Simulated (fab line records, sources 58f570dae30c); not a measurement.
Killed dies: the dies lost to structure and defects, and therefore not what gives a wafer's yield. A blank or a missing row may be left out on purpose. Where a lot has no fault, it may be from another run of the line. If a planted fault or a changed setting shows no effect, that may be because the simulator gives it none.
The tool behind it: which one? -- flow berkeleyCmos170 -- 12 lots, 36 wafers sampled, at 5 steps of a route of 331

## WHAT EACH GAUGE READ, for each wafer
UCB170_NSD_OVL_MEAS_07.
lot,measured,on,NSD_OVL (nm)
L347,day 8 02:01,overlay-02,-5 1 8
L348,day 8 02:01,overlay-01,9 0 -1
L346,day 8 02:17,overlay-01,4 3 0
L349,day 8 02:34,overlay-02,8 2 1
L352,day 9 19:34,overlay-01,-14 -7 -7
L350,day 9 19:39,overlay-02,13 4 10
L351,day 9 19:56,overlay-02,-9 -8 0
L355,day 10 01:32,overlay-01,-6 4 9
L360,day 11 04:31,overlay-01,-2 -7 5
L363,day 11 23:05,overlay-01,-5 5 -2
L366,day 12 17:46,overlay-02,-4 -10 1
L369,day 12 18:00,overlay-01,2 5 -2

UCB170_SILICIDE_RS_MEAS_02: measures by four-point-probe.
lot,measured,on,SILICIDE_TI_RS (ohm/sq)
L347,day 8 03:58,filmMetro-04,27.3 27.1 26.9
L348,day 8 04:06,filmMetro-03,27.7 27.1 26.8
L346,day 8 04:46,filmMetro-02,27.7 27.8 27.6
L349,day 8 05:00,filmMetro-03,27.3 27.6 27.7
L352,day 9 21:32,filmMetro-03,27.4 27.4 27.3
L350,day 9 21:43,filmMetro-04,27.5 27.2 27.1
L351,day 9 22:11,filmMetro-03,27.3 27.5 27.0
L355,day 10 03:34,filmMetro-02,26.8 26.7 102.5
L360,day 11 07:41,filmMetro-03,27.0 27.5 104.9
L363,day 12 01:41,filmMetro-02,27.2 27.4 26.8
L366,day 12 20:01,filmMetro-02,27.6 27.3 28.0
L369,day 12 20:22,filmMetro-04,27.1 27.4 27.2

UCB170_SILICIDE_THK_MEAS_03: measures by xrf.
lot,measured,on,SILICIDE_TI_THK (nm)
L347,day 8 04:05,filmMetro-04,28.4 28.7 28.9
L348,day 8 04:13,filmMetro-03,28.3 28.9 29.1
L346,day 8 04:52,filmMetro-02,28.1 27.9 28.2
L349,day 8 05:07,filmMetro-03,28.8 28.6 28.4
L352,day 9 21:39,filmMetro-03,28.8 28.9 29.1
L350,day 9 21:50,filmMetro-04,28.2 28.4 28.6
L351,day 9 22:17,filmMetro-03,28.9 28.6 29.2
L355,day 10 03:41,filmMetro-02,29.1 29.3 9.7
L360,day 11 07:48,filmMetro-03,29.4 29.0 9.7
L363,day 12 01:49,filmMetro-02,28.5 28.3 28.9
L366,day 12 20:08,filmMetro-02,28.2 28.5 28.0
L369,day 12 20:29,filmMetro-04,28.8 28.4 28.7

## TOOL THAT RAN EACH LOT (tool first, then ch and the chambers of the sampled wafers, then the start)
lot,UCB170_NSD_PEB_04,UCB170_SILICIDE_SPUTTER_01
L347,"lithoTrack-02 ch 0, day 8 01:37","pvdSputter-02, day 8 03:56"
L348,"lithoTrack-03 ch 0, day 8 01:37","pvdSputter-04, day 8 04:04"
L346,"lithoTrack-03 ch 0, day 8 01:55","pvdSputter-02, day 8 04:43"
L349,"lithoTrack-03 ch 0, day 8 02:10","pvdSputter-04, day 8 04:58"
L352,"lithoTrack-02 ch 0, day 9 19:10","pvdSputter-02, day 9 21:30"
L350,"lithoTrack-03 ch 0, day 9 19:15","pvdSputter-04, day 9 21:41"
L351,"lithoTrack-03 ch 0, day 9 19:36","pvdSputter-03, day 9 22:07"
L355,"lithoTrack-02 ch 0, day 10 01:10","pvdSputter-03, day 10 03:31"
L360,"lithoTrack-03 ch 0, day 11 04:07","pvdSputter-03, day 11 07:39"
L363,"lithoTrack-01 ch 0, day 11 22:41","pvdSputter-02, day 12 01:40"
L366,"lithoTrack-02 ch 0, day 12 17:19","pvdSputter-04, day 12 19:50"
L369,"lithoTrack-02 ch 0, day 12 17:37","pvdSputter-04, day 12 20:17"
- UCB170_NSD_PEB_04
- UCB170_SILICIDE_SPUTTER_01: material Ti, target thk 30 nm, time 24.21 s.

## AS READ BY THE TOOLS THEMSELVES (means over the sampled wafers that have a number; for cases with no such wafer, the mark the record gives instead)
UCB170_NSD_PEB_04.
lot,tool,chillPlateTempC (C),plateSensorTCentreC (C),plateSensorTEdgeC (C)
L347,lithoTrack-02,23.01,131.40,131.54
L348,lithoTrack-03,23.09,131.41,131.53
L346,lithoTrack-03,23.02,131.41,131.53
L349,lithoTrack-03,23.03,131.41,131.53
L352,lithoTrack-02,23.10,131.41,131.53
L350,lithoTrack-03,23.07,131.42,131.54
L351,lithoTrack-03,22.99,131.41,131.53
L355,lithoTrack-02,22.98,131.42,131.52
L360,lithoTrack-03,22.82,131.41,131.53
L363,lithoTrack-01,23.08,131.40,131.53
L366,lithoTrack-02,23.01,131.42,131.53
L369,lithoTrack-02,23.02,131.41,131.53

UCB170_SILICIDE_SPUTTER_01.
lot,tool,cathodeDcPowerW (W),throttleValvePct (%)
L347,pvdSputter-02,1500.1,30.5
L348,pvdSputter-04,1499.8,30.4
L346,pvdSputter-02,1499.8,30.2
L349,pvdSputter-04,1499.9,31.2
L352,pvdSputter-02,1500.0,30.3
L350,pvdSputter-04,1500.0,31.2
L351,pvdSputter-03,1500.1,30.6
L355,pvdSputter-03,1499.8,30.5
L360,pvdSputter-03,1500.2,30.9
L363,pvdSputter-02,1499.8,30.1
L366,pvdSputter-04,1500.0,30.3
L369,pvdSputter-04,1500.0,32.9

## THE ANSWER, worked out from the rows above alone
Rule: usual is defined by the lots themselves. The widest of any qualifying gaps counts: lots, ordered by their means at a reading, are off when they make up no more than a third of the lots, leave a main group of 4 or more, and stand apart from it by 3 or more times the standard deviation of that group's means. A main group whose means are all the same, to the digits that the tables above print for the reading, isn't used. Also off: a lot with no number at a reading for which 4 or more lots have one. Any other lot the step has rows for is counted as sound. After the gauges, taken in route order, come the tools' own readings; for these a lot's mean is taken, as printed above. At the first step where some lot is off, the reading lying furthest off is the one used; lots without a number count as furthest.
Off: L355, L360, at UCB170_SILICIDE_RS_MEAS_02 (SILICIDE_TI_RS). The main group has a mean of 27.3 ohm/sq with a standard deviation of 0.2.
If a tool, at a process step before that reading, ran all the lots that are off and no sound lot after the first of them, it fits. The gauges at UCB170_SILICIDE_RS_MEAS_02 are tried like those tools. One fits: pvdSputter-03 at UCB170_SILICIDE_SPUTTER_01. Its last sound lot is L351 (day 9 22:07), its first lot that is off L355 (day 10 03:31): a fault that began between those two fits.

## WHAT THE SIMULATOR HAD PUT IN
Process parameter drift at UCB170_SILICIDE_SPUTTER_01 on pvdSputter-03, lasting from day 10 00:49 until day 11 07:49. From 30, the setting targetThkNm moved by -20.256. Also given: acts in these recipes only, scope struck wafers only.
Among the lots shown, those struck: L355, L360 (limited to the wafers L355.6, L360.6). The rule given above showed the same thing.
